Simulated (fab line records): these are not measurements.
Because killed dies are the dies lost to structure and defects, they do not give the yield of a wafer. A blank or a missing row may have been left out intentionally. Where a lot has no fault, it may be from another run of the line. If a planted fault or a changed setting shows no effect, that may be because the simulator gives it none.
Which tool was responsible?	flow rit_cmos	45 wafers from 15 lots sampled at 2 of the route's 202 steps

WHAT THE GAUGES SHOWED, per wafer
RIT_NRETRO_TW_MEAS_10.
lot	measured	on	NRETRO_TW
L439	day 2 07:02	film_metro-01	1060 1056 1058
L440	day 2 11:31	film_metro-02	1045 1050 1044
L441	day 2 15:26	film_metro-03	1046 1043 1043
L442	day 2 20:44	film_metro-02	1042 1044 1043
L444	day 3 08:42	film_metro-03	1054 1049 1058
L445	day 3 12:29	film_metro-03	1059 1058 1056
L446	day 3 17:17	film_metro-02	1061 1054 1054
L447	day 3 21:26	film_metro-02	1054 1054 1050
L452	day 5 03:04	film_metro-02	1155 1149 1151
L453	day 5 05:30	film_metro-03	1157 1161 1154
L456	day 5 20:22	film_metro-01	1170 1165 1170
L458	day 6 05:20	film_metro-02	1041 1040 1046
L459	day 6 09:25	film_metro-01	1059 1061 1062
L460	day 6 15:27	film_metro-03	1048 1047 1053
L461	day 6 20:11	film_metro-02	1048 1050 1054

WHICH TOOL RAN EACH LOT (tool, then ch and the chambers of the sampled wafers, then the start)
lot	RIT_NRETRO_IMPLANT_08
L439	implanter-03 ch 0, day 2 06:44
L440	implanter-01 ch 0, day 2 11:12
L441	implanter-03 ch 0, day 2 15:09
L442	implanter-04 ch 0, day 2 20:25
L444	implanter-01 ch 0, day 3 08:22
L445	implanter-04 ch 0, day 3 12:11
L446	implanter-04 ch 0, day 3 16:57
L447	implanter-03 ch 0, day 3 21:07
L452	implanter-04 ch 0, day 5 02:45
L453	implanter-04 ch 0, day 5 05:12
L456	implanter-04 ch 0, day 5 20:04
L458	implanter-01 ch 0, day 6 05:01
L459	implanter-03 ch 0, day 6 09:05
L460	implanter-03 ch 0, day 6 15:08
L461	implanter-01 ch 0, day 6 19:52
- RIT_NRETRO_IMPLANT_08

WHAT THE TOOLS THEMSELVES READ (means of the sampled wafers that have a number; where no wafer has one, the mark that the record gives instead)
RIT_NRETRO_IMPLANT_08.
lot	tool	dose_ions_cm2	faraday_current_uA
L439	implanter-03	1.0002e+13	32.3
L440	implanter-01	1.0005e+13	31.4
L441	implanter-03	9.9967e+12	32.0
L442	implanter-04	1.0000e+13	31.8
L444	implanter-01	9.9997e+12	31.8
L445	implanter-04	9.9797e+12	32.1
L446	implanter-04	9.9933e+12	31.4
L447	implanter-03	9.9933e+12	31.3
L452	implanter-04	1.3694e+13	42.9
L453	implanter-04	1.3709e+13	43.6
L456	implanter-04	1.3695e+13	43.0
L458	implanter-01	9.9880e+12	31.6
L459	implanter-03	1.0016e+13	31.8
L460	implanter-03	1.0007e+13	31.6
L461	implanter-01	1.0011e+13	32.2

THE ANSWER, worked out from the rows above alone
Rule: usual is defined by the lots themselves. Put in order of their means at a reading, lots are off if they are a third of the lots or fewer, leave a main group of 4 or more, and stand apart from it by a gap of 3 or more times the standard deviation of the main group's means; of several such gaps the widest counts. The tables above print the reading to a certain number of digits; a main group whose means all agree to those digits is not used. Also off: a lot with no number at a reading for which 4 or more lots have one. The other lots that the step has rows for count as sound. The gauges are gone through in route order, then the tools' own readings, and for those a lot's mean is taken as printed above. At the first step where some lot is off, the reading lying furthest off is the one used; lots without a number count as furthest.
Off: at RIT_NRETRO_TW_MEAS_10 (NRETRO_TW), L452, L453, L456. Mean 1051 and standard deviation 6 in the main group.
If a tool, at a process step before that reading, ran all the lots that are off and no sound lot after the first of them, it fits. The gauges at RIT_NRETRO_TW_MEAS_10 aren't tried: what is off there is off at RIT_NRETRO_IMPLANT_08 too, on other tools, and a gauge's error can't cause that. One fits: implanter-04 at RIT_NRETRO_IMPLANT_08. A fault onset in the window from L446 (day 3 16:57, its last sound lot) to L452 (day 5 02:45, its first lot off) fits.
The tool's own readings at RIT_NRETRO_IMPLANT_08 bear it out: on the lots that are off they differ by more than 5 times the standard deviation of the sound lots' means. dose_ions_cm2 reads 1.3699e+13 there against 9.9993e+12 on the sound lots; faraday_current_uA reads 43.2 there against 31.8 on the sound lots.

WHAT THE SIMULATOR HAD PUT IN
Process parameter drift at RIT_NRETRO_IMPLANT_08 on implanter-04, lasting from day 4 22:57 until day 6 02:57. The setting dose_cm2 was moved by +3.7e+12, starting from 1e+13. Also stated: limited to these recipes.
Lots struck among those shown: L452, L453, L456. Same finding as the rule above.
